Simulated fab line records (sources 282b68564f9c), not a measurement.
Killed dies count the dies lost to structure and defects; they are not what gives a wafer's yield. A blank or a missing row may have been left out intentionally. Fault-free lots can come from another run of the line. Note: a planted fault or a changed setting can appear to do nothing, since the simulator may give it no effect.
Lot-split experiment :: flow rit-cmos :: 23 wafers read from 5 lots, route of 202 steps

== ABOUT THE SPLIT ==
At RIT_SILICIDE_SPUTTER_01 (material Ti, target thk 30 nm, time 240 s), the setting time-s was moved away from the recipe's 240 s on 10 of the 23 wafers read, by -14.9% to +10.4%. The other wafers ran this setting at the recipe's value.

== THE PATH FROM SPLIT TO READING: the file shows 1 step between them ==
- RIT_SILICIDE_RS_MEAS_02: measures by four-point-probe

== THE READING ==
SILICIDE_TI_THK, in nm, at RIT_SILICIDE_THK_MEAS_03 (measures by xrf). Fault-free wafers of this fab line usually give 30.4 nm, standard deviation 0.36 nm.

wafer: L078.2
tool, chamber at the split: pvd-sputter-03, -
time-s as run, s: 240
against the recipe: recipe
SILICIDE_TI_THK, nm: 30.5
against lot-mates on the recipe: -

wafer: L078.4
tool, chamber at the split: pvd-sputter-03, -
time-s as run, s: 240
against the recipe: recipe
SILICIDE_TI_THK, nm: 30.6
against lot-mates on the recipe: -

wafer: L078.5
tool, chamber at the split: pvd-sputter-03, -
time-s as run, s: 240
against the recipe: recipe
SILICIDE_TI_THK, nm: 30.6
against lot-mates on the recipe: -

wafer: L079.2
tool, chamber at the split: pvd-sputter-02, -
time-s as run, s: 251.8
against the recipe: +4.9%
SILICIDE_TI_THK, nm: 31.9
against lot-mates on the recipe: +1.5

wafer: L079.3
tool, chamber at the split: pvd-sputter-02, -
time-s as run, s: 240
against the recipe: recipe
SILICIDE_TI_THK, nm: 30.7
against lot-mates on the recipe: -

wafer: L079.4
tool, chamber at the split: pvd-sputter-02, -
time-s as run, s: 251.8
against the recipe: +4.9%
SILICIDE_TI_THK, nm: 31.8
against lot-mates on the recipe: +1.4

wafer: L079.5
tool, chamber at the split: pvd-sputter-02, -
time-s as run, s: 240
against the recipe: recipe
SILICIDE_TI_THK, nm: 30.3
against lot-mates on the recipe: -

wafer: L079.6
tool, chamber at the split: pvd-sputter-02, -
time-s as run, s: 240
against the recipe: recipe
SILICIDE_TI_THK, nm: 30.3
against lot-mates on the recipe: -

wafer: L080.1
tool, chamber at the split: pvd-sputter-03, -
time-s as run, s: 240
against the recipe: recipe
SILICIDE_TI_THK, nm: 30.5
against lot-mates on the recipe: -

wafer: L080.3
tool, chamber at the split: pvd-sputter-03, -
time-s as run, s: 204.2
against the recipe: -14.9%
SILICIDE_TI_THK, nm: 25.6
against lot-mates on the recipe: -4.7

wafer: L080.4
tool, chamber at the split: pvd-sputter-03, -
time-s as run, s: 204.2
against the recipe: -14.9%
SILICIDE_TI_THK, nm: 25.7
against lot-mates on the recipe: -4.6

wafer: L080.5
tool, chamber at the split: pvd-sputter-03, -
time-s as run, s: 240
against the recipe: recipe
SILICIDE_TI_THK, nm: 30.1
against lot-mates on the recipe: -

wafer: L080.6
tool, chamber at the split: pvd-sputter-03, -
time-s as run, s: 204.2
against the recipe: -14.9%
SILICIDE_TI_THK, nm: 25.5
against lot-mates on the recipe: -4.8

wafer: L081.1
tool, chamber at the split: pvd-sputter-02, -
time-s as run, s: 264.9
against the recipe: +10.4%
SILICIDE_TI_THK, nm: 33.1
against lot-mates on the recipe: +3.2

wafer: L081.2
tool, chamber at the split: pvd-sputter-02, -
time-s as run, s: 240
against the recipe: recipe
SILICIDE_TI_THK, nm: 29.7
against lot-mates on the recipe: -

wafer: L081.3
tool, chamber at the split: pvd-sputter-02, -
time-s as run, s: 240
against the recipe: recipe
SILICIDE_TI_THK, nm: 30.2
against lot-mates on the recipe: -

wafer: L081.4
tool, chamber at the split: pvd-sputter-02, -
time-s as run, s: 264.9
against the recipe: +10.4%
SILICIDE_TI_THK, nm: 33.0
against lot-mates on the recipe: +3.1

wafer: L081.5
tool, chamber at the split: pvd-sputter-02, -
time-s as run, s: 264.9
against the recipe: +10.4%
SILICIDE_TI_THK, nm: 33.3
against lot-mates on the recipe: +3.3

wafer: L083.1
tool, chamber at the split: pvd-sputter-02, -
time-s as run, s: 240
against the recipe: recipe
SILICIDE_TI_THK, nm: 30.4
against lot-mates on the recipe: -

wafer: L083.3
tool, chamber at the split: pvd-sputter-02, -
time-s as run, s: 240
against the recipe: recipe
SILICIDE_TI_THK, nm: 31.1
against lot-mates on the recipe: -

wafer: L083.4
tool, chamber at the split: pvd-sputter-02, -
time-s as run, s: 224.6
against the recipe: -6.4%
SILICIDE_TI_THK, nm: 29.1
against lot-mates on the recipe: -1.8

wafer: L083.5
tool, chamber at the split: pvd-sputter-02, -
time-s as run, s: 224.6
against the recipe: -6.4%
SILICIDE_TI_THK, nm: 28.6
against lot-mates on the recipe: -2.3

wafer: L083.6
tool, chamber at the split: pvd-sputter-02, -
time-s as run, s: 240
against the recipe: recipe
SILICIDE_TI_THK, nm: 31.1
against lot-mates on the recipe: -

FIT RESULTS
A straight line over all 23 wafers: SILICIDE_TI_THK changes by +0.298 nm for each +1% of time-s; r = +0.98; the points scatter about the line by 0.38 nm.
The same after taking each lot's own level away (the mean of its wafers on the recipe; 23 wafers): +0.311 nm for each +1%; r = +1.00; scatter 0.2 nm.
That fit puts the effect of the largest move of time-s on the reading at 4.6 nm.
Measured against the standard deviation above, the lots' own levels, which go from 29.95 to 30.87 nm, span 2.5 times it.
Hence the lot-to-lot level has little effect on the slope; both slopes agree.
Check: -4.66 nm against its lot-mates is what the line predicts for one of the wafers moved furthest among these (-14.9%) when that wafer is left out of the fit. Against them it came out at -4.7 nm.

== FURTHER SPLITS ON THESE WAFERS ==
These wafers also went through other splits before the reading. Each is held against what the fit with the lots' levels taken away leaves over:
other split on the same wafers: RIT_NLDD_IMPLANT_08 energy-kev
wafers away from the commonest value: 11
r with SILICIDE_TI_THK (lot level and that fit taken away): +0.36

other split on the same wafers: RIT_PLDD_HARDBAKE_07 temp-c
wafers away from the commonest value: 8
r with SILICIDE_TI_THK (lot level and that fit taken away): -0.03

other split on the same wafers: RIT_SPACER_ETCHBACK_05 time-s
wafers away from the commonest value: 9
r with SILICIDE_TI_THK (lot level and that fit taken away): -0.25

other split on the same wafers: RIT_PSD_IMPLANT_08 energy-kev
wafers away from the commonest value: 6
r with SILICIDE_TI_THK (lot level and that fit taken away): +0.11

other split on the same wafers: RIT_SDANNEAL_RTA_03 time-s
wafers away from the commonest value: 2
r with SILICIDE_TI_THK (lot level and that fit taken away): -0.15

== THE WHOLE CHAIN: every reading that the file lists as answering this split, in the file's order ==
step: RIT_SILICIDE_SPUTTER_01
what it does: material Ti, target thk 30 nm, time 240 s
reading: Ti_of_SILICIDE_SPUTTER_01.thk-nm (the simulator's own value, which no gauge read)
change (the file's fit): +0.309 nm for each +1% of the setting
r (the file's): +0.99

step: RIT_SILICIDE_RS_MEAS_02
what it does: measures by four-point-probe
reading: SILICIDE_TI_RS
change (the file's fit): -0.682 for each +1% of the setting
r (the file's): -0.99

step: RIT_SILICIDE_THK_MEAS_03
what it does: measures by xrf
reading: SILICIDE_TI_THK
change (the file's fit): +0.31 for each +1% of the setting
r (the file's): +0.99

== FILE'S OWN FIT ==
SILICIDE_TI_THK changes by +0.31 nm for each +1% of time-s, r = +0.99.
